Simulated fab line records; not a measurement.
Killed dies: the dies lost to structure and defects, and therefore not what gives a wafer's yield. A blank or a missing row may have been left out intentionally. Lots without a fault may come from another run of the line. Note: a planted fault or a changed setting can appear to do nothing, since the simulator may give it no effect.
A single fault, viewed from 2 desks / flow rit-cmos / what lay behind the numbers comes last; until then each desk has only its own

== FROM THE METROLOGY DESK ==
What the gauges read, lot by lot, whatever tool the lot ran on: means of the sampled wafers that have a number. A lot is out of limits, marked OUT, if its mean lies more than 4 standard deviations from the usual mean; the brackets give that distance.
Columns: A = GATE_POLY_THK at RIT_GATE_THK_MEAS_09, usual 249.8 nm
lot=L448; first seen here=day 2 22:21; A=251.9
lot=L449; first seen here=day 3 04:04; A=247.5
lot=L459; first seen here=day 4 22:17; A=270.0 (+8.8) OUT
lot=L461; first seen here=day 5 08:18; A=272.4 (+9.8) OUT
lot=L462; first seen here=day 5 14:07; A=251.8
lot=L463; first seen here=day 5 21:56; A=247.6
lot=L464; first seen here=day 6 00:00; A=251.1
lot=L466; first seen here=day 6 12:01; A=249.6
lot=L467; first seen here=day 6 14:52; A=249.3
lot=L468; first seen here=day 6 18:59; A=252.1
This desk reports L459, L461 out of limits; the earliest was L459 at day 4 22:17 (GATE_POLY_THK at RIT_GATE_THK_MEAS_09). In limits: L448, L449, L462, L463, L464, L466, L467, L468.

== THE TOOL OWNER'S DESK: lpcvd-01 ==
The tool's own readings at RIT_GATE_CVD_08 (deposits poly-Si from SiH4, target thk 250 nm, time 2220 s): means of the sampled wafers that have a number, for each lot that ran on this tool. A lot is out of limits, marked OUT, if its mean lies more than 4 standard deviations from the usual mean; the brackets give that distance.
Columns: A = susceptor-temp-C at RIT_GATE_CVD_08, usual 610.05 C
lot=L448; first seen here=day 2 20:44; A=610.05
lot=L459; first seen here=day 4 20:40; A=610.26
lot=L461; first seen here=day 5 06:40; A=610.32
This desk found nothing out of limits on any of the 3 lots.

== TAKEN TOGETHER ==
An alarm was possible from the metrology desk at day 4 22:17, on L459, L461.
The desk of the tool owner found nothing out of limits.
On record at the tool owner's desk: L459, L461, within its limits.
Of the lots named, all ran RIT_GATE_CVD_08 on lpcvd-01.

== WHAT THE SIMULATOR HAD PUT IN ==
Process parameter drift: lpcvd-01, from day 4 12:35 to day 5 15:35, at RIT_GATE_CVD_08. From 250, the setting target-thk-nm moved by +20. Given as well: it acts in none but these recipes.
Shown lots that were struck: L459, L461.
Time in hours between the start of the fault and the first out-of-limits reading at each desk: metrology desk, 10.
